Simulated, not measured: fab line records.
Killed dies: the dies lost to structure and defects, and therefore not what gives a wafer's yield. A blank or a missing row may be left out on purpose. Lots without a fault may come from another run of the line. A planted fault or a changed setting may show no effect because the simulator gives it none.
Split-lot study | flow rit_cmos | 23 wafers read across 5 lots, on a route 202 steps long

SPLIT DETAILS
At RIT_M1_SPUTTER_00 (material Al, target thk 400 nm, time 500 s), the setting power_w was moved away from the recipe's 2000 W on 10 of the 23 wafers read, by +3.2% to +9.9%. This setting was run at the recipe's value on the other wafers.

FROM THE SPLIT TO THE READING: what the file shows between them, 1 step
- RIT_M1_RS_MEAS_01: measures by four-point-probe

THE READING
M1_AL_THK, in nm, at RIT_M1_THK_MEAS_02 (measures by xrf). Typical for fault-free wafers on this fab line: 406 nm, with standard deviation 3.3 nm.

wafer  | tool, chamber at the split | power_w as run, W | against the recipe | M1_AL_THK, nm | against lot-mates on the recipe
L075.2 | pvd_sputter-03, -          | 2065              | +3.2%              | 415           | +12
L075.3 | pvd_sputter-03, -          | 2065              | +3.2%              | 424           | +22
L075.4 | pvd_sputter-03, -          | 2000              | recipe             | 404           | -
L075.5 | pvd_sputter-03, -          | 2000              | recipe             | 401           | -
L075.6 | pvd_sputter-03, -          | 2065              | +3.2%              | 421           | +18
L077.1 | pvd_sputter-01, -          | 2000              | recipe             | 407           | -
L077.2 | pvd_sputter-01, -          | 2000              | recipe             | 409           | -
L077.3 | pvd_sputter-01, -          | 2198              | +9.9%              | 449           | +40
L077.4 | pvd_sputter-01, -          | 2198              | +9.9%              | 443           | +34
L077.6 | pvd_sputter-01, -          | 2000              | recipe             | 411           | -
L079.1 | pvd_sputter-01, -          | 2000              | recipe             | 412           | -
L079.3 | pvd_sputter-01, -          | 2000              | recipe             | 412           | -
L079.5 | pvd_sputter-01, -          | 2000              | recipe             | 400           | -
L080.1 | pvd_sputter-02, -          | 2000              | recipe             | 407           | -
L080.3 | pvd_sputter-02, -          | 2063              | +3.2%              | 420           | +14
L080.4 | pvd_sputter-02, -          | 2063              | +3.2%              | 422           | +16
L080.5 | pvd_sputter-02, -          | 2000              | recipe             | 406           | -
L080.6 | pvd_sputter-02, -          | 2063              | +3.2%              | 422           | +16
L082.2 | pvd_sputter-02, -          | 2095              | +4.8%              | 423           | +21
L082.3 | pvd_sputter-02, -          | 2000              | recipe             | 401           | -
L082.4 | pvd_sputter-02, -          | 2095              | +4.8%              | 418           | +16
L082.5 | pvd_sputter-02, -          | 2000              | recipe             | 404           | -
L082.6 | pvd_sputter-02, -          | 2000              | recipe             | 401           | -

FIT RESULTS
A straight line over all 23 wafers: M1_AL_THK changes by +4 nm for each +1% of power_w; r = +0.95; the points scatter about the line by 4.2 nm.
The same after taking each lot's own level away (the mean of its wafers on the recipe; 23 wafers): +3.9 nm for each +1%; r = +0.96; scatter 3.6 nm.
According to that fit, moving power_w by its largest amount changes the reading by 39 nm.
The span of the lots' own levels, 402.0 to 409.0 nm, comes to 2.1 times the standard deviation stated above.
The two slopes agree, so the slope changes little with the lot-to-lot level.
Check: +39.1 nm against its lot-mates is what the line predicts for one of the wafers moved furthest among these (+9.9%) when that wafer is left out of the fit. Against them it came out at +40 nm.

THE WHOLE CHAIN: every reading that the file lists as answering this split, in the file's order
step               | what it does                               | reading                                                                     | change (the file's fit)               | r (the file's)
RIT_M1_SPUTTER_00  | material Al, target thk 400 nm, time 500 s | Al_of_M1_SPUTTER_00.thk_nm (the simulator's own value, which no gauge read) | +3.84 nm for each +1% of the setting  | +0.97
RIT_M1_RS_MEAS_01  | measures by four-point-probe               | M1_AL_RS                                                                    | -0.000666 for each +1% of the setting | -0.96
RIT_M1_THK_MEAS_02 | measures by xrf                            | M1_AL_THK                                                                   | +3.95 for each +1% of the setting     | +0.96

THE FILE'S OWN FIT
M1_AL_THK changes by +3.95 nm for each +1% of power_w, r = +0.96.
